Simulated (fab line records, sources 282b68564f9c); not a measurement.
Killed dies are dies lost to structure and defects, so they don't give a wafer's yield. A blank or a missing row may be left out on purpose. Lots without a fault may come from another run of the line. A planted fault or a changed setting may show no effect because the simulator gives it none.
Which tool did it? | flow rit_cmos | 7 lots, 21 wafers sampled, at 2 steps of a route of 202

WHAT THE GAUGES READ, wafer by wafer
RIT_NWELL_OVL_MEAS_06.
lot  | measured    | on         | NWELL_OVL (nm)
L400 | day 2 05:01 | overlay-02 | -0.3 -0.9 -0.1
L402 | day 2 12:41 | overlay-01 | -2.4 -2.4 -3.4
L404 | day 2 22:52 | overlay-02 | -0.8 -0.2 -0.3
L406 | day 3 08:19 | overlay-01 | -2.0 -1.5 -1.3
L408 | day 3 19:45 | overlay-01 | -2.1 0.2 -1.8
L415 | day 5 05:57 | overlay-02 | -177.9 -179.0 -178.2
L419 | day 6 08:09 | overlay-02 | -180.4 -182.5 -182.9

WHICH TOOL RAN EACH LOT (tool, then ch and the chambers of the sampled wafers, then the start)
lot  | RIT_NWELL_EXPOSE_03
L400 | iline_stepper-01 ch 0, day 2 04:35
L402 | iline_stepper-02 ch 0, day 2 12:17
L404 | iline_stepper-02 ch 0, day 2 22:28
L406 | iline_stepper-01 ch 0, day 3 07:53
L408 | iline_stepper-01 ch 0, day 3 19:20
L415 | iline_stepper-01 ch 0, day 5 05:31
L419 | iline_stepper-01 ch 0, day 6 07:43
- RIT_NWELL_EXPOSE_03: exposes mask M2, target cd 43900 nm.

THE ANSWER, worked out from the rows above alone
Rule: what is usual is taken from the lots themselves. Put in order of their means at a reading, lots are off if they are a third of the lots or fewer, leave a main group of 4 or more, and stand apart from it by a gap of 3 or more times the standard deviation of the main group's means; of several such gaps the widest counts. A main group whose means are all the same, to the digits that the tables above print for the reading, isn't used. A lot without any number at a reading at which 4 lots or more have one is off too. The other lots that the step has rows for count as sound.
Off: L415, L419, at RIT_NWELL_OVL_MEAS_06 (NWELL_OVL). The main group: mean -1.3 nm, standard deviation 0.85.
A tool fits if, at a process step before that reading, it ran every lot that is off, and no sound lot after the first of them. The gauges at RIT_NWELL_OVL_MEAS_06 are tried like those tools. Can't be told from this: 2 tools fit, iline_stepper-01 at RIT_NWELL_EXPOSE_03, overlay-02 at RIT_NWELL_OVL_MEAS_06.

WHAT THE SIMULATOR HAD PUT IN
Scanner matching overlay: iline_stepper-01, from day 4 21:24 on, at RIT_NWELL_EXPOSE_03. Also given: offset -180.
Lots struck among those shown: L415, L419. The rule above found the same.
